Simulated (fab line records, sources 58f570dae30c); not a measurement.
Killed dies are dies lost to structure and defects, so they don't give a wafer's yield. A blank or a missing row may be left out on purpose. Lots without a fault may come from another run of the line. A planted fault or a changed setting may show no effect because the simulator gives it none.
One fault seen from 2 desks | flow berkeley_cmos170 | each desk has only its own numbers; what lay behind them comes last

THE TOOL OWNER'S DESK: rtp_anneal-01
The tool's own readings at UCB170_CONTACT_RTA_08 (time 10 s): means of the sampled wafers that have a number, for each lot that ran on this tool. A lot is out of limits, marked OUT, if its mean lies more than 4 standard deviations from the usual mean; the brackets give that distance.
Columns: A = lamp_power_pct at UCB170_CONTACT_RTA_08, usual 22.7 %; B = wafer_temp_C_max at UCB170_CONTACT_RTA_08, usual 902.2
lot  | first seen here | A    | B
L481 | day 8 20:23     | 24.7 | 902.2
L489 | day 9 23:43     | 24.7 | 901.8
L491 | day 10 14:51    | 24.7 | 902.0
This desk's finding: nothing out of limits on any of the 3 lots.

THE METROLOGY DESK
What the gauges read, lot by lot, whatever tool the lot ran on: means of the sampled wafers that have a number. A lot is out of limits, marked OUT, if its mean lies more than 4 standard deviations from the usual mean; the brackets give that distance. Of its 11 readings 7 are shown: those that lie furthest out on some lot.
Columns: A = SILICIDE_TI_THK at UCB170_SILICIDE_THK_MEAS_03, usual 28.8 nm; B = CONTACT_OVL at UCB170_CONTACT_OVL_MEAS_16, usual 1 nm; C = cd_nm at UCB170_CONTACT_CD_MEAS_90, usual 699.8 nm; D = M1_AL_RS at UCB170_M1_RS_MEAS_01, usual 0.0486 ohm/sq; E = cd_nm at UCB170_M1_CD_MEAS_09, usual 700.3 nm; F = M1_OVL at UCB170_M1_OVL_MEAS_10, usual 0 nm; G = cd_nm at UCB170_M1_CD_MEAS_90, usual 700.1 nm
lot  | first seen here | A    | B  | C     | D      | E     | F  | G
L480 | day 8 16:10     | 28.9 | 4  | 699.8 | 0.0489 | 697.7 | 6  | 694.6
L481 | day 8 16:29     | 28.2 | -6 | 701.7 | 0.0483 | 701.4 | -3 | 703.8
L488 | day 9 20:28     | 28.8 | -2 | 700.7 | 0.0492 | 698.8 | -9 | 699.6
L489 | day 9 20:43     | 28.3 | -2 | 701.0 | 0.0484 | 700.0 | -3 | 701.4
L491 | day 10 10:19    | 28.6 | 4  | 697.1 | 0.0485 | 702.9 | 4  | 701.9
L498 | day 11 17:15    | 28.6 | -1 | 697.6 | 0.0487 | 699.8 | 3  | 695.2
This desk's finding: nothing out of limits on any of the 6 lots.

PUT TOGETHER
The tool owner's desk saw nothing out of limits.
The metrology desk saw nothing out of limits.

WHAT THE SIMULATOR HAD PUT IN
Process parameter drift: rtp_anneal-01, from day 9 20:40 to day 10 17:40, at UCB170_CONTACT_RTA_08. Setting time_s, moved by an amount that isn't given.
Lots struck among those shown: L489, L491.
